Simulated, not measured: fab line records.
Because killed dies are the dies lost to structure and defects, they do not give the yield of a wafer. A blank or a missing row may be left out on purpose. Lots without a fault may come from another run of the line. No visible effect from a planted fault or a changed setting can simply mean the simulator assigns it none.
Matching of chambers    flow rit-cmos    RIT_ACTIVE_ETCH_13 on rie-diel-03: 4 sister chambers
The step etches Si3N4 in SF6, stops on SiO2, time 210 s, target depth 210 nm. 14 wafers are shown with their chamber, then 7 later ones without.

## WAFERS WITH THEIR CHAMBER
wafer   chamber  drypump-motor-current-A (A)  throttle-valve-pct (%)  oes-product-au (a.u.)
L737.1  1        6.3                          7.53                    0.821
L737.2  2        5.1                          7.72                    0.827
L737.4  0        5.9                          7.57                    0.819
L741.1  2        5.1                          7.71                    0.837
L741.3  1        6.3                          7.53                    0.835
L741.5  2        5.1                          7.70                    0.819
L745.1  1        6.3                          7.52                    0.814
L745.3  2        5.1                          7.71                    0.817
L745.5  0        5.8                          7.58                    0.828
L748.2  2        5.1                          7.72                    0.822
L748.4  0        5.8                          7.57                    0.826
L748.5  0        5.8                          7.58                    0.821
L751.3  3        5.3                          7.51                    0.811
L751.4  1        6.3                          7.52                    0.821

SIGNATURES (averages over the wafers above)
reading                  chamber 0  chamber 1  chamber 2  chamber 3  scatter within a chamber
drypump-motor-current-A  5.825      6.300      5.100      5.300      0.0274
throttle-valve-pct       7.5750     7.5250     7.7120     7.5100     0.00693
oes-product-au           0.82350    0.82275    0.82440    0.81100    0.00735
Rule: a wafer's distance from a chamber is the root of the sum, over the readings, of the square of ((its reading less the chamber's mean) divided by the reading's scatter). The wafer belongs to the nearest chamber; if the next one is less than 2 further off, it can't be placed. How the scatter is found: for the shown wafers, subtract from each reading the mean of its chamber, square and add these, divide the total by (wafers less chambers), then take the root.

## WAFERS WITH NO CHAMBER GIVEN
wafer   drypump-motor-current-A (A)  throttle-valve-pct (%)  oes-product-au (a.u.)
L751.5  5.1                          7.72                    0.828
L757.3  5.1                          7.71                    0.826
L757.4  5.3                          7.51                    0.805
L757.5  5.1                          7.70                    0.819
L759.2  5.3                          7.51                    0.822
L759.5  5.8                          7.56                    0.824
L759.6  6.3                          7.53                    0.824

## EACH ONE'S CHAMBER
wafer   from the rows above  in truth
L751.5  2                    2
L757.3  2                    2
L757.4  3                    3
L757.5  2                    2
L759.2  3                    3
L759.5  0                    0
L759.6  1                    1
Placed correctly: 7 of 7. Not placeable from these rows: 0. 0 placed wrongly.
